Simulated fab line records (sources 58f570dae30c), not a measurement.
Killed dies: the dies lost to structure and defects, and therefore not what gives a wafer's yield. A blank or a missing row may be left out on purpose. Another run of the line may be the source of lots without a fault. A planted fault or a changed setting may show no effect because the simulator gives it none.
What tool caused it?	flow berkeleyCmos170	14 lots, 42 wafers sampled, at 2 steps of a route of 331

## WHAT EACH GAUGE READ, for each wafer
UCB170_SDANNEAL_RS_MEAS_05: uses a four-point probe to measure. Usual: for NLDD_RS the level is 615.5 ohm/sq and the standard deviation is 1.6.
lot	measured	on	NLDD_RS (ohm/sq)	flag
L437	day 8 07:06	filmMetro-04	616.7 617.0 617.0	
L440	day 8 18:10	filmMetro-04	616.0 617.0 615.6	
L438	day 8 18:19	filmMetro-02	615.6 614.1 614.9	
L441	day 8 18:10	filmMetro-01	616.5 616.0 615.2	
L439	day 8 19:10	filmMetro-02	614.0 612.8 614.5	
L443	day 8 19:13	filmMetro-01	617.2 617.0 617.7	
L442	day 8 18:41	filmMetro-01	616.2 616.7 617.2	
L444	day 9 08:32	filmMetro-02	614.8 613.9 614.3	
L446	day 10 04:50	filmMetro-01	614.3 614.1 614.8	
L450	day 10 16:11	filmMetro-04	614.9 615.8 614.9	
L449	day 10 16:47	filmMetro-02	614.3 614.2 613.8	
L454	day 11 17:46	filmMetro-01	610.1 609.7 609.8	OFF
L457	day 12 23:11	filmMetro-04	614.9 618.2 616.0	
L459	day 13 03:50	filmMetro-04	607.5 609.6 609.0	OFF

## WHAT TOOL EACH LOT RAN ON (gives the tool, then ch and the chambers of the sampled wafers, and finally the start)
lot	UCB170_NLDD_IMPLANT_09
L437	implanter-02 ch 0, day 7 15:01
L440	implanter-03 ch 0, day 8 03:30
L438	implanter-01 ch 0, day 8 03:46
L441	implanter-03 ch 0, day 8 03:48
L439	implanter-02 ch 0, day 8 04:04
L443	implanter-02 ch 0, day 8 04:23
L442	implanter-01 ch 0, day 8 04:25
L444	implanter-02 ch 0, day 8 19:17
L446	implanter-02 ch 0, day 9 15:32
L450	implanter-03 ch 0, day 10 03:27
L449	implanter-02 ch 0, day 10 04:25
L454	implanter-02 ch 0, day 11 05:16
L457	implanter-01 ch 0, day 12 09:00
L459	implanter-02 ch 0, day 12 16:07
- UCB170_NLDD_IMPLANT_09

## WHAT THE TOOLS THEMSELVES READ (means of the sampled wafers that have a number; where no wafer has one, the mark that the record gives instead)
UCB170_NLDD_IMPLANT_09. Usual: doseIonsCm2 4.999e+13, standard deviation 4.9e+10; faradayCurrentUA 159, standard deviation 3.5.
lot	tool	doseIonsCm2	faradayCurrentUA	flag
L437	implanter-02	5.001e+13	158	
L440	implanter-03	4.997e+13	161	
L438	implanter-01	5.000e+13	157	
L441	implanter-03	5.002e+13	160	
L439	implanter-02	4.999e+13	157	
L443	implanter-02	5.003e+13	162	
L442	implanter-01	5.001e+13	160	
L444	implanter-02	4.996e+13	161	
L446	implanter-02	4.996e+13	158	
L450	implanter-03	4.998e+13	157	
L449	implanter-02	4.994e+13	159	
L454	implanter-02	5.114e+13	165	OFF
L457	implanter-01	5.005e+13	160	
L459	implanter-02	5.113e+13	167	OFF

## THE ANSWER, worked out from the rows above alone
Rule: a lot counts as off when the mean over its wafers that have a number is more than 3 standard deviations away from the usual mean. Also off: a lot with no number at a reading for which 4 or more lots have one. Where the step has rows for the other lots, those lots are counted as sound. Order of review: gauges by route order, followed by the tools' own readings, for which a lot's mean as printed above is used. The first step at which some lot is off is used, and at that step the reading that is off furthest; a lot without a number counts as furthest.
Off: L454, L459, at UCB170_SDANNEAL_RS_MEAS_05 (NLDD_RS).
If a tool, at a process step before that reading, ran all the lots that are off and no sound lot after the first of them, it fits. The gauges at UCB170_SDANNEAL_RS_MEAS_05 aren't tried: what is off there is off at UCB170_NLDD_IMPLANT_09 too, on other tools, and a gauge's error can't cause that. One candidate fits, namely implanter-02 at UCB170_NLDD_IMPLANT_09. A fault onset in the window from L449 (day 10 04:25, its last sound lot) to L454 (day 11 05:16, its first lot off) fits.
The tool's own readings at UCB170_NLDD_IMPLANT_09 bear it out: on the lots that are off they differ by more than 5 times the standard deviation of the sound lots' means. doseIonsCm2 reads 5.114e+13 there against 4.999e+13 on the sound lots.

## WHAT THE SIMULATOR HAD PUT IN
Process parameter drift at UCB170_NLDD_IMPLANT_09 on implanter-02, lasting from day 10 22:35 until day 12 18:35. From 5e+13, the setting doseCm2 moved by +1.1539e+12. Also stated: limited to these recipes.
Lots struck among those shown: L454, L459. The same result came from the rule above.
